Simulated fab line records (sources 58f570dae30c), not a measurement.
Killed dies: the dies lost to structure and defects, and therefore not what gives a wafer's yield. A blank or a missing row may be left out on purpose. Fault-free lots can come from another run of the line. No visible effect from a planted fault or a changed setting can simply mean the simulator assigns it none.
Split-lot trial | flow berkeley-cmos170 | 5 lots, 23 wafers read, on a route of 331 steps

## ABOUT THE SPLIT
At UCB170_NLDD_PEB_04, the setting peb-temp-c was moved away from the recipe's 130 C on 6 of the 23 wafers read, by -2.3% to +2.2%. This setting was run at the recipe's value on the other wafers.

## SPLIT TO READING: what lies between them in the file, 1 step
- UCB170_NLDD_DEVELOP_05: develop time 45 s

## THE READING
cd-nm, in nm, at UCB170_NLDD_CD_MEAS_06 (target cd 1200 nm). On this fab line, fault-free wafers typically give 1199.6 nm with a standard deviation of 1.2 nm.

wafer  | tool, chamber at the split | peb-temp-c as run, C | against the recipe | cd-nm, nm | against lot-mates on the recipe
L076.1 | litho-track-01, 0          | 130                  | recipe             | 1199.6    | -
L076.2 | litho-track-01, 0          | 130                  | recipe             | 1199.6    | -
L076.4 | litho-track-01, 0          | 132.8                | +2.2%              | 1218.1    | +18.5
L076.5 | litho-track-01, 0          | 132.8                | +2.2%              | 1216.2    | +16.6
L076.6 | litho-track-01, 0          | 132.8                | +2.2%              | 1216.8    | +17.2
L077.1 | litho-track-04, 0          | 130                  | recipe             | 1198.8    | -
L077.3 | litho-track-04, 0          | 130                  | recipe             | 1200.2    | -
L077.5 | litho-track-04, 0          | 130                  | recipe             | 1199.5    | -
L078.1 | litho-track-01, 0          | 130                  | recipe             | 1199.0    | -
L078.2 | litho-track-01, 0          | 130                  | recipe             | 1199.9    | -
L078.4 | litho-track-01, 0          | 130                  | recipe             | 1198.5    | -
L078.5 | litho-track-01, 0          | 130                  | recipe             | 1199.1    | -
L078.6 | litho-track-01, 0          | 130                  | recipe             | 1199.8    | -
L081.1 | litho-track-04, 0          | 130                  | recipe             | 1200.2    | -
L081.2 | litho-track-04, 0          | 130                  | recipe             | 1201.1    | -
L081.3 | litho-track-04, 0          | 127                  | -2.3%              | 1177.1    | -23.6
L081.5 | litho-track-04, 0          | 127                  | -2.3%              | 1177.0    | -23.7
L081.6 | litho-track-04, 0          | 127                  | -2.3%              | 1177.9    | -22.8
L084.1 | litho-track-02, 0          | 130                  | recipe             | 1200.4    | -
L084.3 | litho-track-02, 0          | 130                  | recipe             | 1199.9    | -
L084.4 | litho-track-02, 0          | 130                  | recipe             | 1199.3    | -
L084.5 | litho-track-02, 0          | 130                  | recipe             | 1200.0    | -
L084.6 | litho-track-02, 0          | 130                  | recipe             | 1200.1    | -

FIT RESULTS
A straight line over all 23 wafers: cd-nm changes by +8.92 nm for each +1% of peb-temp-c; r = +1.00; the points scatter about the line by 1.1 nm.
The same after taking each lot's own level away (the mean of its wafers on the recipe; 23 wafers): +9.16 nm for each +1%; r = +0.99; scatter 1.2 nm.
That fit puts the effect of the largest move of peb-temp-c on the reading at 21 nm.
From 1199.26 to 1200.65 nm: that is the span of the lots' own levels, equal to 1.2 times the standard deviation above.
So the lot-to-lot level changes the slope little: the two slopes agree.
Check: -21.2 nm against its lot-mates is what the line predicts for one of the wafers moved furthest among these (-2.3%) when that wafer is left out of the fit. It came out at -23.6 nm against them.

## OTHER SPLITS ON THESE WAFERS
Note: prior to the reading, these wafers also went through further splits. Each is held against what the fit with the lots' levels taken away leaves over:
other split on the same wafers      | wafers away from the commonest value | r with cd-nm (lot level and that fit taken away)
UCB170_ZERO_COAT_01 spin-rpm        | 5                                    | +0.46
UCB170_NWELL_CVD_04 temp-c          | 18                                   | +0.25
UCB170_PWELL_OXIDATION_02 temp-c    | 18                                   | -0.09
UCB170_PWELL_CVD_05 time-s          | 15                                   | -0.47
UCB170_PWELL_IMPLANT_15 energy-kev  | 8                                    | -0.31
UCB170_ACTIVE_COAT_08 resist-thk-nm | 11                                   | +0.37
UCB170_NVT_IMPLANT_07 dose-cm2      | 8                                    | -0.08

## THE FILE'S OWN FIT
cd-nm changes by +9.17 nm for each +1% of peb-temp-c, r = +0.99.
